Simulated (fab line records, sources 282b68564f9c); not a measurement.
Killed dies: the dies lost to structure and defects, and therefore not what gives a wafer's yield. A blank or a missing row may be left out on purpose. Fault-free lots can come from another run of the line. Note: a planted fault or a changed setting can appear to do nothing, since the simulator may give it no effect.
2 desks looking at one fault :: flow ritCmos :: every desk sees just its own numbers, and what lay behind them comes last

## METROLOGY DESK
Lot by lot, what the gauges showed, no matter which tool ran the lot: averages of those sampled wafers that carry a number. A lot is out of limits, marked OUT, if its mean lies more than 4 standard deviations from the usual mean; the brackets give that distance.
Columns: A = PLDD_OVL at RIT_PLDD_OVL_MEAS_06, usual -0.2 nm; B = PLDD_TW at RIT_PLDD_TW_MEAS_10, usual 2358; C = SPACER_NITRIDE_THK at RIT_SPACER_THK_MEAS_04, usual 249.3 nm
lot: L101
first seen here: day 4 20:04
A: -0.8
B: 2358
C: 248.9

lot: L102
first seen here: day 5 03:31
A: -1.0
B: 2356
C: 243.7

lot: L110
first seen here: day 6 19:13
A: -2.4
B: 2359
C: 249.7

lot: L111
first seen here: day 6 23:11
A: -0.1
B: 2361
C: 245.6

lot: L112
first seen here: day 7 04:40
A: 0.8
B: 2343
C: 249.6

lot: L113
first seen here: day 7 09:34
A: 1.1
B: 2356
C: 250.7
Finding of this desk: none of the 6 lots has anything out of limits.

## AT THE TOOL OWNER'S DESK: rieDiel-04
The tool's own readings at RIT_SPACER_ETCHBACK_05 (etches Si3N4 in SF6/CHF3, stops on SiO2, target depth 250 nm, time 240 s): means of the sampled wafers that have a number, for each lot that ran on this tool. A lot is out of limits, marked OUT, if its mean lies more than 4 standard deviations from the usual mean; the brackets give that distance.
Columns: A = CHF3_flow_sccm at RIT_SPACER_ETCHBACK_05, usual 29.99 sccm; B = SF6_flow_sccm at RIT_SPACER_ETCHBACK_05, usual 30.01 sccm; C = drypumpMotorCurrentA at RIT_SPACER_ETCHBACK_05, usual 5.8 A; D = oesProductAu at RIT_SPACER_ETCHBACK_05, usual 0.840 a.u.; E = throttleValvePct at RIT_SPACER_ETCHBACK_05, usual 10.29 %
lot: L111
first seen here: day 7 02:20
A: 29.92
B: 30.04
C: 5.9
D: 0.828
E: 10.20
This desk's finding: nothing out of limits on the one lot.

## BROUGHT TOGETHER
From the metrology desk's view, nothing was out of limits.
The tool owner's desk saw nothing out of limits.

## WHAT THE SIMULATOR HAD PUT IN
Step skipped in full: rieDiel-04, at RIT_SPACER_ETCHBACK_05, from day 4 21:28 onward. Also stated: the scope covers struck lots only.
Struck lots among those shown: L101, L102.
